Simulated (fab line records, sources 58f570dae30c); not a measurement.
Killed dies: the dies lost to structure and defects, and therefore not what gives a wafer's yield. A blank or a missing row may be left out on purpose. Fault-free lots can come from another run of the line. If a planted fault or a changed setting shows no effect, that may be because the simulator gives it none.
A single fault, viewed from 2 desks | flow berkeley-cmos170 | what lay behind the numbers comes last; until then each desk has only its own

== FROM THE METROLOGY DESK ==
Means of the sampled wafers that have a number, per lot and without regard to the tool the lot ran on: this is what the gauges read. If a lot's mean is further than 4 standard deviations from the usual mean, the lot is out of limits and carries the mark OUT (the distance appears in the brackets).
Columns: A = cd-nm at UCB170_GATE_CD_MEAS_12, usual 350.3 nm
lot  | first seen here | A
L552 | day 5 12:29     | 350.4
L553 | day 5 18:32     | 350.7
L555 | day 6 17:11     | 350.0
L556 | day 6 17:28     | 350.8
L554 | day 6 17:47     | 349.9
L557 | day 6 23:01     | 350.7
L562 | day 7 22:40     | 351.4
L566 | day 8 18:49     | 349.8
L573 | day 10 02:44    | 350.5
L572 | day 10 03:10    | 349.4
L574 | day 10 19:04    | 351.8
L575 | day 10 19:18    | 349.4
Result from this desk: across the 12 lots, nothing is out of limits.

== DESK OF THE TOOL OWNER: litho-track-03 ==
The tool's own readings at UCB170_M3_COAT_09, given as means over the sampled wafers that have a number, one for each lot that went through this tool. If a lot's mean is further than 4 standard deviations from the usual mean, the lot is out of limits and carries the mark OUT (the distance appears in the brackets).
Columns: A = spin-speed-rpm at UCB170_M3_COAT_09, usual 2999.9 rpm
lot  | first seen here | A
L555 | day 8 07:06     | 3000.4
L557 | day 8 11:47     | 2506.1 (-99 or more) OUT
L562 | day 9 12:07     | 2505.5 (-99 or more) OUT
This desk's verdict: out of limits on L557, L562, starting with L557 at day 8 11:47 (spin-speed-rpm at UCB170_M3_COAT_09). In limits: L555.

== TAKEN TOGETHER ==
An alarm could have come from the tool owner's desk at day 8 11:47, on L557, L562.
Metrology desk: nothing out of limits seen.
The metrology desk holds a record of L557, L562, inside its limits.
All the named lots went through UCB170_M3_COAT_09 on litho-track-03.

== WHAT THE SIMULATOR HAD PUT IN ==
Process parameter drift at UCB170_M3_COAT_09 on litho-track-03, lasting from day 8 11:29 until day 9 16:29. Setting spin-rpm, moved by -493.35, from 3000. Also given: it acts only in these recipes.
Shown lots that were struck: L557, L562.
How many hours passed from the start of the fault until each desk's first out-of-limits reading: the tool owner's desk, 0.
